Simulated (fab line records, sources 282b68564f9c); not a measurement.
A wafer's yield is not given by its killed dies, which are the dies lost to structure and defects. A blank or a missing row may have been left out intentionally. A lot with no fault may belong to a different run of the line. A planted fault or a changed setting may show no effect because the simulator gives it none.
Code-filled problem report in 8D (eight disciplines) form ; flow rit cmos ; the parts of the form that need people (team, actions taken, sign-off) are left out

## 1. THE PROBLEM
SPACER_NITRIDE_THK at RIT_SPACER_THK_MEAS_04 reads a mean of 354.9 nm on 3 wafers of 1 lot; wafers without a fault read 248.7 nm with a standard deviation of 2.5. That puts it +42 standard deviations away from the usual mean.
Earliest sighting: wafer L941.2 on film metro-03 at day 5 09:00. At this step, 39 wafers from 13 lots have a number in the record. Rule for "out", or "out of limits": more than 4 standard deviations from the usual mean. All remaining wafers that have a number are taken as sound.

## 2. WHAT IT IS; WHAT IT IS NOT
question;is;is not
which readings at this step;SPACER_NITRIDE_THK;-
which lots;L941;L929, L930, L931, L932, L933, L934, L935, L945, L946, L948, L951, L952
which wafers of those lots;all that have a number;-
read on which gauges;film metro-03;film metro-01, film metro-02
when;from day 5 09:00;"up to then (21 sound wafers); but 15 sound wafers of L945, L946, L948, L951, L952 came after"

## 3. THE SUSPECTS, EACH WITH WHAT RULES IT OUT
Counting: a tool at a process step up to the reading stays a suspect if it ran every lot that is out and no sound lot after the first of them.
- the gauge at RIT_SPACER_THK_MEAS_04 has been ruled out. All the wafers that are out were read on film metro-03, but those of them that RIT_SPACER_CVD_03 has rows for are out there too, on other tools.
- plasma asher-04 at RIT_GATE_STRIP_20 (strips in O2, time 180 s): ruled out as a lasting fault. The sound lots L946, L948, L952 went through it after L941, its earliest lot that is out (day 5 00:26).
- lpcvd-01 at RIT_SPACER_CVD_03 (deposits Si3N4 from SiH2Cl2/NH3, target thk 250 nm, time 3300 s): ruled out as a lasting fault. The sound lots L948 went through it after L941, its earliest lot that is out (day 5 07:05).
Left after counting: nothing in the record.

## 4. THE CAUSE (what the simulator had put in)
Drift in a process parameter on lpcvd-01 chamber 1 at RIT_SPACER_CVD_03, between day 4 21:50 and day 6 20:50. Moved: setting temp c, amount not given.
Counting ruled it out, wrongly: the rule takes a fault to strike every lot that its tool runs from its start on, and this one did not.

## 5. THE EFFECT CHAIN, in route order
Each row: a reading where the mean over the struck wafers with a number is more than 3 standard deviations away from the usual. Readings are gone through only where the record gives a usual standard deviation; hours: the median, over the lots, of the time from a lot's start at the first step in this table giving one to that lot's start at this step; sigmas: the change measured in usual standard deviations.
hours;step;reading;usual;on struck wafers;change;sigmas
0;RIT_SPACER_CVD_03;spike tc centre C;812.6 C;831.5;+18.9;+13
0;RIT_SPACER_CVD_03;spike tc load C;836.4 C;855.0;+18.6;+12
0;RIT_SPACER_CVD_03;spike tc source C;833.0 C;849.8;+16.8;+7.0
2;RIT_SPACER_THK_MEAS_04;SPACER_NITRIDE_THK;248.7 nm;354.9;+106.2;+42
2;RIT_SPACER_ETCHBACK_05;oes product au;0.837 a.u.;0.995;+0.158;+11
Here are the process steps it includes:
- RIT_SPACER_CVD_03: deposits Si3N4 from SiH2Cl2/NH3, target thk 250 nm, time 3300 s.
- RIT_SPACER_ETCHBACK_05: etches Si3N4 in SF6/CHF3, stops on SiO2, target depth 250 nm, time 240 s.

## 6. HOW IT WOULD HAVE BEEN CAUGHT EARLIER
11 hours passed between the start of the fault at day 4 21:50 and the first reading out of limits at a measuring or inspecting step in this record, taken at day 5 09:00.
The tool's own readings at RIT_SPACER_CVD_03 were out on every struck wafer that the step has a row for (spike tc centre C, spike tc load C, spike tc source C): an alarm limit on them would have fired on the first of those.
